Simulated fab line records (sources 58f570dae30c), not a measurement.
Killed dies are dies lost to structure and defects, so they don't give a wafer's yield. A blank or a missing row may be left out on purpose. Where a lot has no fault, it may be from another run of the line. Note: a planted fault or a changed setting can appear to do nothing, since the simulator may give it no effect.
What tool caused it? | flow berkeley_cmos170 | 14 lots, 42 wafers sampled, at 4 steps of a route of 331

== WHAT THE GAUGES READ, wafer by wafer ==
UCB170_PFIELD_OVL_MEAS_06.
lot  | measured    | on         | PFIELD_OVL (nm)
L369 | day 5 11:25 | overlay-01 | -4 1 -2
L370 | day 5 11:42 | overlay-02 | -1 -7 -5
L372 | day 5 18:19 | overlay-02 | -3 0 -7
L371 | day 5 18:26 | overlay-01 | 0 0 0
L373 | day 6 01:10 | overlay-02 | 0 -3 -2
L375 | day 6 10:36 | overlay-02 | 1 3 7
L377 | day 6 20:45 | overlay-01 | -7 -6 -6
L376 | day 6 21:21 | overlay-02 | -1 4 3
L378 | day 6 21:34 | overlay-02 | -3 -1 -2
L379 | day 7 05:56 | overlay-02 | 4 5 6
L385 | day 8 07:53 | overlay-01 | -4 -3 -1
L384 | day 8 08:02 | overlay-02 | -2 1 -4
L388 | day 9 02:38 | overlay-01 | 8 4 5
L391 | day 9 14:18 | overlay-01 | -9 -8 -7

UCB170_M1_CD_MEAS_90 targets a cd of 700 nm.
lot  | measured     | on        | cd_nm (nm)
L369 | day 8 23:41  | cd_sem-02 | 701.4 701.0 701.0
L370 | day 8 22:47  | cd_sem-01 | 699.7 700.2 699.5
L372 | day 9 05:34  | cd_sem-01 | 699.0 698.2 698.6
L371 | day 9 05:30  | cd_sem-02 | 700.4 700.5 700.2
L373 | day 9 18:27  | cd_sem-02 | 700.5 698.3 700.8
L375 | day 10 04:15 | cd_sem-02 | 700.5 700.7 699.4
L377 | day 10 06:50 | cd_sem-02 | 698.7 701.8 701.1
L376 | day 10 07:26 | cd_sem-02 | 696.5 699.8 703.1
L378 | day 10 07:05 | cd_sem-01 | 702.7 705.4 703.0
L379 | day 10 16:37 | cd_sem-02 | 700.8 700.6 701.4
L385 | day 11 13:09 | cd_sem-02 | 697.2 696.2 698.9
L384 | day 11 12:52 | cd_sem-01 | 700.9 700.6 700.1
L388 | day 11 21:58 | cd_sem-02 | 700.0 702.1 697.5
L391 | day 12 20:13 | cd_sem-01 | 695.6 698.2 698.1

UCB170_V2_CD_MEAS_90 targets a cd of 700 nm.
lot  | measured     | on        | cd_nm (nm)
L369 | day 9 10:39  | cd_sem-01 | 698.0 700.3 699.5
L370 | day 9 09:35  | cd_sem-01 | 700.3 700.7 700.3
L372 | day 9 21:32  | cd_sem-02 | 699.4 699.8 698.3
L371 | day 9 18:23  | cd_sem-01 | 701.2 699.4 700.1
L373 | day 10 08:05 | cd_sem-01 | 701.4 700.6 700.5
L375 | day 10 18:58 | cd_sem-01 | 699.0 699.0 699.7
L377 | day 10 18:53 | cd_sem-02 | 698.5 697.9 698.2
L376 | day 10 22:02 | cd_sem-01 | 698.4 697.6 697.7
L378 | day 10 20:32 | cd_sem-02 | 699.6 698.5 701.1
L379 | day 11 04:41 | cd_sem-01 | 702.5 702.5 702.1
L385 | day 12 02:37 | cd_sem-02 | 703.3 702.6 702.2
L384 | day 12 02:16 | cd_sem-01 | 701.7 701.8 704.0
L388 | day 12 07:03 | cd_sem-01 | 699.9 700.6 699.3
L391 | day 13 07:51 | cd_sem-01 | 700.1 697.5 699.9

== WHAT TOOL EACH LOT RAN ON (gives the tool, then ch and the chambers of the sampled wafers, and finally the start) ==
lot  | UCB170_PFIELD_IMPLANT_07
L369 | implanter-01 ch 0, day 5 11:27
L370 | implanter-03 ch 0, day 5 11:46
L372 | implanter-01 ch 0, day 5 18:21
L371 | implanter-01 ch 0, day 5 18:31
L373 | implanter-04 ch 0, day 6 01:13
L375 | implanter-01 ch 0, day 6 10:42
L377 | implanter-01 ch 0, day 6 20:47
L376 | implanter-03 ch 0, day 6 21:26
L378 | implanter-04 ch 0, day 6 21:37
L379 | implanter-04 ch 0, day 7 05:58
L385 | implanter-04 ch 0, day 8 07:56
L384 | implanter-01 ch 0, day 8 08:04
L388 | implanter-04 ch 0, day 9 02:43
L391 | implanter-03 ch 0, day 9 14:20
- UCB170_PFIELD_IMPLANT_07

== AS READ BY THE TOOLS THEMSELVES (means over the sampled wafers that have a number; for cases with no such wafer, the mark the record gives instead) ==
UCB170_PFIELD_IMPLANT_07.
lot  | tool         | beam_on_s (s) | dose_ions_cm2
L369 | implanter-01 | 10.00         | 1.9981e+13
L370 | implanter-03 | 10.10         | 2.0029e+13
L372 | implanter-01 | 9.98          | 1.9984e+13
L371 | implanter-01 | 9.87          | 1.9982e+13
L373 | implanter-04 | 10.03         | 2.0003e+13
L375 | implanter-01 | 9.97          | 1.9996e+13
L377 | implanter-01 | 9.95          | 2.0014e+13
L376 | implanter-03 | 9.95          | 2.0004e+13
L378 | implanter-04 | 9.75          | 2.0021e+13
L379 | implanter-04 | 10.25         | 1.9984e+13
L385 | implanter-04 | 9.81          | 2.0360e+13
L384 | implanter-01 | 9.97          | 1.9975e+13
L388 | implanter-04 | 9.89          | 2.0381e+13
L391 | implanter-03 | 9.90          | 1.9977e+13

== THE ANSWER, worked out from the rows above alone ==
Rule: what is usual is taken from the lots themselves. Put in order of their means at a reading, lots are off if they are a third of the lots or fewer, leave a main group of 4 or more, and stand apart from it by a gap of 3 or more times the standard deviation of the main group's means; of several such gaps the widest counts. A main group whose means are all the same, to the digits that the tables above print for the reading, isn't used. Also off: a lot with no number at a reading for which 4 or more lots have one. All remaining lots with rows at the step are treated as sound. After the gauges, taken in route order, come the tools' own readings; for these a lot's mean is taken, as printed above. At the first step where some lot is off, the reading lying furthest off is the one used; lots without a number count as furthest.
Off: L385, L388, at UCB170_PFIELD_IMPLANT_07 (dose_ions_cm2). The main group: mean 1.9996e+13, standard deviation 1.7e+10.
A tool fits if, at that step or a process step before it, it ran every lot that is off, and no sound lot after the first of them. One fits: implanter-04 at UCB170_PFIELD_IMPLANT_07. A fault onset in the window from L379 (day 7 05:58, its last sound lot) to L385 (day 8 07:56, its first lot off) fits.
On the lots that are off, the tool's own readings at UCB170_PFIELD_IMPLANT_07 differ by more than 5 times the standard deviation of the sound lots' means, which bears it out; dose_ions_cm2 reads 2.0370e+13 there versus 1.9996e+13 on the sound lots.

== WHAT WAS PUT IN BY THE SIMULATOR ==
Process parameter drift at UCB170_PFIELD_IMPLANT_07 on implanter-04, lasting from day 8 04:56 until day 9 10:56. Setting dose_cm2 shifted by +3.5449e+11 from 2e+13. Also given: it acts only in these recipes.
Lots struck among those shown: L385, L388. Same finding as the rule above.
